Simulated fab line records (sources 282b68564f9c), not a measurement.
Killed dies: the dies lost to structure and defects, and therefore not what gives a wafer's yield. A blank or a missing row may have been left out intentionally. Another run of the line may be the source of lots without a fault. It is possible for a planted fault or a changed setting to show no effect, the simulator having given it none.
A struck lot beside a sound one :: flow rit-cmos :: 17 out of 202 route steps
Sound: wafers L374.1, L374.3, L374.6. The struck wafers were L388.4, L388.5, L388.6. At the end, the cause is stated.
Per side, at each step with rows, come the tool, then ch with its chambers, and then its first start. Under that, the readings that differ: sound wafers :: struck wafers :: difference of the means :: sigmas: that difference in standard deviations of wafers without a fault.
alike: a reading whose means differ by less than 2 such deviations, as well as words and numbers matching on both sides. not compared: withheld readings; readings where some wafer has no value; bounds like >300 that might hide an equal value; numbers whose values overlap and for which the record gives no deviation.
Wherever a step has rows on one side only, a row that says differs or no value, or a row with sigmas, the two part there. Numbers that have no deviation but don't overlap get no sigmas and don't part them. Lack of a reading on every wafer of one side parts them only where that side has two or more wafers.

first, 2 steps without rows for these wafers: RIT_NRETRO_HARDBAKE_07 (time 120 s); RIT_NRETRO_IMPLANT_08.
RIT_NRETRO_STRIP_09: strips in O2, time 180 s.
  sound on plasma-asher-03 ch 0,1, day 2 05:17; struck on plasma-asher-03 ch 0,1, day 5 05:35
  alike: drypump-motor-current-A
  not compared: rf-hours-counter-h
RIT_NRETRO_TW_MEAS_10:
  sound: film-metro-03 at day 2 05:28; struck: film-metro-04 at day 5 05:43
reading: NRETRO_TW
sound: 1040 1042 1042
struck: 1057 1060 1054
difference: +16
sigmas: +3
then, 6 steps without rows for these wafers: RIT_PRETRO_HMDS_00 (prime time 60 s); RIT_PRETRO_COAT_01 (resist thk 1300 nm); RIT_PRETRO_SOFTBAKE_02 (time 60 s); RIT_PRETRO_EXPOSE_03 (exposes mask M5, target cd 43700 nm); RIT_PRETRO_PEB_04; RIT_PRETRO_DEVELOP_05 (develop time 68 s).
RIT_PRETRO_OVL_MEAS_06:
  sound: overlay-02 at day 2 06:24; struck: overlay-01 at day 5 06:48
  alike: PRETRO_OVL
then, 1 step without rows for these wafers: RIT_PRETRO_HARDBAKE_07 (time 120 s).
RIT_PRETRO_IMPLANT_08:
  sound on implanter-02 ch 0, day 2 06:41; struck on implanter-02 ch 0, day 5 07:08
reading: beam-energy-keV
sound: 45.001 44.974 44.987
struck: 60.726 60.735 60.762
difference: +15.754
sigmas: +99 or more

reading: model.implant.rp-nm (nm)
sound: 144.8 144.8 144.8
struck: 191.6 191.6 191.6
difference: +46.8
sigmas: 

reading: model.implant.drp-nm (nm)
sound: 55.07 55.07 55.07
struck: 65.12 65.12 65.12
difference: +10.05
sigmas: 
RIT_PRETRO_STRIP_09: strips in O2, time 180 s.
  sound on plasma-asher-01 ch 0,1, day 2 06:50; struck on plasma-asher-02 ch 0,1, day 5 07:17
  alike: drypump-motor-current-A
  not compared: rf-hours-counter-h
RIT_PRETRO_TW_MEAS_10:
  sound: film-metro-02 at day 2 07:01; struck: film-metro-03 at day 5 07:25
reading: PRETRO_TW
sound: 471.3 472.4 469.0
struck: 487.2 487.9 490.5
difference: +17.6
sigmas: +7
then, 1 step without rows for these wafers: RIT_GATE_WET_ETCH_00 (etches SiO2 in BOE, target depth 56 nm, time 60 s).
RIT_M1_PROBE_99:
  sound: prober-02 at day 3 11:55; struck: prober-01 at day 6 08:17
reading: model.etest.nmos_0p3.r-on-ohm-um
sound: 2092 2131 2122
struck: 2021 2078 2041
difference: -68
sigmas: 

reading: model.etest.nmos-turned.drive-ua-um
sound: 341 336.4 332.9
struck: 350.7 351.9 361
difference: +17.8
sigmas: 

reading: model.etest.nmos_0p15.drive-ua-um
sound: 493.6 490.1 488.9
struck: 507 502.6 507.9
difference: +15
sigmas: 

reading: model.etest.nmos-narrow.drive-ua-um
sound: 239.7 230.1 237
struck: 257.3 250.4 254.1
difference: +18.3
sigmas: 

reading: model.etest.nmos_0p3.drive-ua-um
sound: 232.7 229.1 229.4
struck: 257 250.5 250.5
difference: +22
sigmas: 

reading: model.etest.retro-edge-nmos.off-log10-a-um
sound: -9.627 -9.494 -9.449
struck: -8.657 -8.853 -8.425
difference: +0.878
sigmas: 

reading: model.etest.nmos_0p15.off-log10-a-um
sound: -9.742 -9.654 -9.589
struck: -8.751 -8.91 -8.751
difference: +0.858
sigmas: 
  alike: killed-at-contacts, killed-at-front-end, killed-dies, killed-open, killed-short
  not compared: model.etest.nmos_0p15.r-on-ohm-um

== WHERE THEY PART ==
Earliest at RIT_NRETRO_TW_MEAS_10; latest, in this record, at RIT_PRETRO_TW_MEAS_10. Later steps at which nothing parts them and some readings are alike: RIT_M1_PROBE_99.

WHY: what the simulator had put in
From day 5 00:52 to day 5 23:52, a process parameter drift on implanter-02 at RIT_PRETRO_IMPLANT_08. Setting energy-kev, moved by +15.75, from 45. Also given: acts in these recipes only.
